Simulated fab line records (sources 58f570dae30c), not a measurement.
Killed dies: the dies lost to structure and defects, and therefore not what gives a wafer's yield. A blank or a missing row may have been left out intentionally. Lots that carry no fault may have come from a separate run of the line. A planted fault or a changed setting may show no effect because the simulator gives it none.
A single fault, viewed from 2 desks / flow berkeley cmos170 / what lay behind the numbers comes last; until then each desk has only its own

## METROLOGY DESK
What the gauges read, lot by lot, whatever tool the lot ran on: means of the sampled wafers that have a number. A lot is out of limits, marked OUT, if its mean lies more than 4 standard deviations from the usual mean; the brackets give that distance.
Columns: A = M2_AL_THK at UCB170_M2_THK_MEAS_03, usual 899 nm
lot=L385; first seen here=day 7 18:25; A=898
lot=L386; first seen here=day 7 18:39; A=890
lot=L387; first seen here=day 7 23:06; A=907
lot=L388; first seen here=day 8 05:49; A=912
lot=L390; first seen here=day 8 16:00; A=894
lot=L394; first seen here=day 9 03:16; A=875
lot=L397; first seen here=day 9 12:28; A=893
lot=L395; first seen here=day 9 14:29; A=915
lot=L396; first seen here=day 9 15:06; A=911
lot=L399; first seen here=day 10 09:10; A=898
lot=L398; first seen here=day 10 09:16; A=900
lot=L405; first seen here=day 11 19:26; A=907
lot=L404; first seen here=day 11 19:35; A=927
lot=L407; first seen here=day 12 08:11; A=874
Result from this desk: across the 14 lots, nothing is out of limits.

## DESK OF THE TOOL OWNER: rie metal-03
The tool's own readings at UCB170_M2_METAL_ETCH_18 (etches Al in Cl2/BCl3, stops on SiO2, target depth 1170 nm, time 195 s): means of the sampled wafers that have a number, for each lot that ran on this tool. A lot is out of limits, marked OUT, if its mean lies more than 4 standard deviations from the usual mean; the brackets give that distance.
Columns: A = drypump motor current A at UCB170_M2_METAL_ETCH_18, usual 5.5 A; B = oes product au at UCB170_M2_METAL_ETCH_18, usual 0.858 a.u.; C = throttle valve pct at UCB170_M2_METAL_ETCH_18, usual 24.66 %
lot=L386; first seen here=day 7 22:05; A=5.0; B=0.855; C=24.62
lot=L390; first seen here=day 8 17:57; A=4.8; B=0.873; C=24.55
lot=L394; first seen here=day 9 05:15; A=5.2; B=0.849; C=24.68
lot=L396; first seen here=day 9 17:11; A=5.0; B=0.874; C=24.61
lot=L399; first seen here=day 10 11:48; A=5.0; B=0.869; C=24.62
lot=L405; first seen here=day 11 21:36; A=5.2; B=0.839; C=24.69
lot=L407; first seen here=day 12 10:55; A=5.0; B=0.852; C=24.63
Result from this desk: across the 7 lots, nothing is out of limits.

## PUT TOGETHER
The metrology desk saw nothing out of limits.
Nothing out of limits was seen by the tool owner's desk.

## WHAT THE SIMULATOR HAD INSERTED
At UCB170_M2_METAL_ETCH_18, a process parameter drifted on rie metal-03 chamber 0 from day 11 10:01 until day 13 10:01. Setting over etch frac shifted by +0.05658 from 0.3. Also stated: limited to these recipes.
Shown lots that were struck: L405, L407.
